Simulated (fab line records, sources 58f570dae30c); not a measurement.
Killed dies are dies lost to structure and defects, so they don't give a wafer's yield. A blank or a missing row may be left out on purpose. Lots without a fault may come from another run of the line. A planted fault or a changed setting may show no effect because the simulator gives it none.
Which tool did it? | flow berkeley_cmos170 | 14 lots, 42 wafers sampled, at 5 steps of a route of 331

WHAT THE GAUGES READ, wafer by wafer
UCB170_PLDD_CD_MEAS_06: target cd 1200 nm. Usual: cd_nm 1200.8 nm, standard deviation 1.6.
lot  | measured     | on        | cd_nm (nm)           | flag
L781 | day 6 10:56  | cd_sem-02 | 1199.9 1200.7 1200.6 |
L786 | day 7 04:04  | cd_sem-02 | 1201.8 1201.9 1199.4 |
L784 | day 7 04:17  | cd_sem-01 | 1202.6 1201.7 1201.8 |
L785 | day 7 04:30  | cd_sem-02 | 1202.3 1202.5 1202.6 |
L788 | day 7 13:17  | cd_sem-02 | 1200.2 1200.4 1200.7 |
L787 | day 7 13:37  | cd_sem-02 | 1200.5 1200.1 1200.1 |
L789 | day 7 18:59  | cd_sem-01 | 1202.6 1202.0 1202.7 |
L791 | day 8 09:17  | cd_sem-02 | 1200.1 1201.0 1200.0 |
L792 | day 8 09:57  | cd_sem-01 | 1200.9 1201.4 1200.5 |
L794 | day 8 16:21  | cd_sem-01 | 1202.2 1201.7 1202.3 |
L793 | day 8 16:36  | cd_sem-01 | 1202.8 1201.8 1201.8 |
L796 | day 9 11:04  | cd_sem-02 | 1200.9 1200.6 1201.4 |
L802 | day 10 20:05 | cd_sem-02 | 1198.2 1198.3 1199.8 |
L804 | day 10 21:43 | cd_sem-01 | 1201.6 1199.6 1201.1 |

UCB170_NLDD_OVL_MEAS_07. Usual: NLDD_OVL -5 nm, standard deviation 5.6.
lot  | measured     | on         | NLDD_OVL (nm) | flag
L781 | day 6 13:59  | overlay-01 | 1 4 1         |
L786 | day 7 05:54  | overlay-01 | -10 -15 -18   |
L784 | day 7 06:11  | overlay-01 | -3 -6 2       |
L785 | day 7 06:41  | overlay-02 | 0 -2 0        |
L788 | day 7 16:31  | overlay-01 | -12 -5 -13    |
L787 | day 7 17:17  | overlay-02 | -6 2 -7       |
L789 | day 7 21:15  | overlay-02 | -7 -6 -9      |
L791 | day 8 11:31  | overlay-01 | -9 -5 -5      |
L792 | day 8 12:07  | overlay-01 | -6 -10 -6     |
L794 | day 8 18:30  | overlay-01 | -11 -8 -1     |
L793 | day 8 19:02  | overlay-02 | -6 -11 -11    |
L796 | day 9 13:30  | overlay-01 | -5 -11 -1     |
L802 | day 10 22:41 | overlay-01 | 6 3 5         |
L804 | day 11 00:07 | overlay-02 | -10 -15 -8    |

UCB170_V1_THK_MEAS_04. Usual: V1_POLISHED_THK 1000.3 nm, standard deviation 1.
lot  | measured     | on            | V1_POLISHED_THK (nm) | flag
L781 | day 7 14:22  | film_metro-01 | 1000.1 1001.2 1000.7 |
L786 | day 8 03:46  | film_metro-01 | 1000.6 1000.2 1000.7 |
L784 | day 8 07:26  | film_metro-01 | 1001.3 1001.0 999.6  |
L785 | day 8 07:25  | film_metro-02 | 999.3 999.2 998.9    |
L788 | day 8 17:04  | film_metro-03 | 998.7 1001.3 1001.6  |
L787 | day 8 16:47  | film_metro-01 | 999.1 999.8 999.5    |
L789 | day 8 18:20  | film_metro-02 | 1000.5 1000.6 999.4  |
L791 | day 9 10:25  | film_metro-01 | 999.4 999.9 999.0    |
L792 | day 9 10:25  | film_metro-02 | 1002.1 1001.5 1001.0 |
L794 | day 9 21:46  | film_metro-03 | 999.4 1000.4 998.1   |
L793 | day 9 15:59  | film_metro-02 | 1000.3 1002.5 998.4  |
L796 | day 10 13:29 | film_metro-01 | 1000.3 1001.3 1002.1 |
L802 | day 12 03:02 | film_metro-02 | 935.1 933.4 934.4    | OFF
L804 | day 12 03:19 | film_metro-03 | 932.8 936.2 935.4    | OFF

WHICH TOOL RAN EACH LOT (tool, then ch and the chambers of the sampled wafers, then the start)
lot  | UCB170_CONTACT_ETCH_17             | UCB170_V1_CVD_00
L781 | rie_diel-02 ch 1,3, day 7 08:32    | pecvd-03 ch 0,1, day 7 13:39
L786 | rie_diel-01 ch 0,3, day 7 21:20    | pecvd-02 ch 0,1,2, day 8 03:07
L784 | rie_diel-04 ch 1,2, day 8 00:24    | pecvd-03 ch 0,2, day 8 06:47
L785 | rie_diel-02 ch 0,1,2, day 8 00:37  | pecvd-01 ch 0,2, day 8 06:43
L788 | rie_diel-02 ch 0,1,2, day 8 10:22  | pecvd-01 ch 0, day 8 16:07
L787 | rie_diel-01 ch 0,2,3, day 8 10:58  | pecvd-02 ch 0,1, day 8 16:07
L789 | rie_diel-02 ch 1,2,3, day 8 13:13  | pecvd-03 ch 0,1,2, day 8 17:42
L791 | rie_diel-01 ch 0,2, day 9 03:35    | pecvd-02 ch 1,2, day 9 09:46
L792 | rie_diel-04 ch 1,2,3, day 9 03:51  | pecvd-03 ch 0,2, day 9 09:46
L794 | rie_diel-04 ch 1,2,3, day 9 11:46  | pecvd-03 ch 0,1,2, day 9 21:06
L793 | rie_diel-01 ch 0,2, day 9 10:02    | pecvd-01 ch 1,2, day 9 15:21
L796 | rie_diel-02 ch 2,3, day 10 04:38   | pecvd-01 ch 0,1,2, day 10 12:51
L802 | rie_diel-02 ch 0,1, day 11 18:49   | pecvd-02 ch 0,1,2, day 12 02:22
L804 | rie_diel-04 ch 1,2,3, day 11 20:54 | pecvd-02 ch 0,2, day 12 02:32
- UCB170_CONTACT_ETCH_17: etches BARC in N2/H2.
- UCB170_V1_CVD_00: deposits SiO2 from TEOS/O2, target thk 2000 nm, time 250 s.

WHAT THE TOOLS THEMSELVES READ (means of the sampled wafers that have a number; where no wafer has one, the mark that the record gives instead)
UCB170_CONTACT_ETCH_17. Usual: drypump_motor_current_A 5.8 A, standard deviation 0.37; oes_product_au 1.003 a.u., standard deviation 0.014; throttle_valve_pct 13.25 %, standard deviation 0.26.
lot  | tool        | drypump_motor_current_A (A) | oes_product_au (a.u.) | throttle_valve_pct (%) | flag
L781 | rie_diel-02 | 5.9                         | 0.994                 | 13.56                  |
L786 | rie_diel-01 | 5.4                         | 0.997                 | 13.30                  |
L784 | rie_diel-04 | 5.9                         | 0.999                 | 13.21                  |
L785 | rie_diel-02 | 5.8                         | 1.015                 | 13.47                  |
L788 | rie_diel-02 | 5.8                         | 1.010                 | 13.47                  |
L787 | rie_diel-01 | 5.7                         | 1.011                 | 13.18                  |
L789 | rie_diel-02 | 6.0                         | 1.001                 | 13.53                  |
L791 | rie_diel-01 | 5.7                         | 1.011                 | 13.19                  |
L792 | rie_diel-04 | 6.0                         | 0.995                 | 13.16                  |
L794 | rie_diel-04 | 6.0                         | 1.003                 | 13.17                  |
L793 | rie_diel-01 | 5.6                         | 1.001                 | 13.18                  |
L796 | rie_diel-02 | 6.0                         | 0.998                 | 13.60                  |
L802 | rie_diel-02 | 5.7                         | 1.002                 | 13.43                  |
L804 | rie_diel-04 | 6.0                         | 1.003                 | 13.16                  |

UCB170_V1_CVD_00. Usual: heater_power_w 255 W, standard deviation 58.
lot  | tool     | heater_power_w (W) | flag
L781 | pecvd-03 | 242                |
L786 | pecvd-02 | 202                |
L784 | pecvd-03 | 262                |
L785 | pecvd-01 | 256                |
L788 | pecvd-01 | 267                |
L787 | pecvd-02 | 223                |
L789 | pecvd-03 | 249                |
L791 | pecvd-02 | 204                |
L792 | pecvd-03 | 291                |
L794 | pecvd-03 | 245                |
L793 | pecvd-01 | 313                |
L796 | pecvd-01 | 307                |
L802 | pecvd-02 | 212                |
L804 | pecvd-02 | 231                |

THE ANSWER, worked out from the rows above alone
Rule: a lot is off if the mean of its wafers that have a number lies more than 3 standard deviations from the usual mean. A lot without any number at a reading at which 4 lots or more have one is off too. The other lots that the step has rows for count as sound. The gauges are gone through in route order, then the tools' own readings, and for those a lot's mean is taken as printed above. The first step at which some lot is off is used, and at that step the reading that is off furthest; a lot without a number counts as furthest.
Off: L802, L804, at UCB170_V1_THK_MEAS_04 (V1_POLISHED_THK).
A tool fits if, at a process step before that reading, it ran every lot that is off, and no sound lot after the first of them. The gauges at UCB170_V1_THK_MEAS_04 are tried like those tools. One fits: pecvd-02 at UCB170_V1_CVD_00. Its last sound lot is L791 (day 9 09:46), its first lot that is off L802 (day 12 02:22): a fault that began between those two fits.

WHAT THE SIMULATOR HAD PUT IN
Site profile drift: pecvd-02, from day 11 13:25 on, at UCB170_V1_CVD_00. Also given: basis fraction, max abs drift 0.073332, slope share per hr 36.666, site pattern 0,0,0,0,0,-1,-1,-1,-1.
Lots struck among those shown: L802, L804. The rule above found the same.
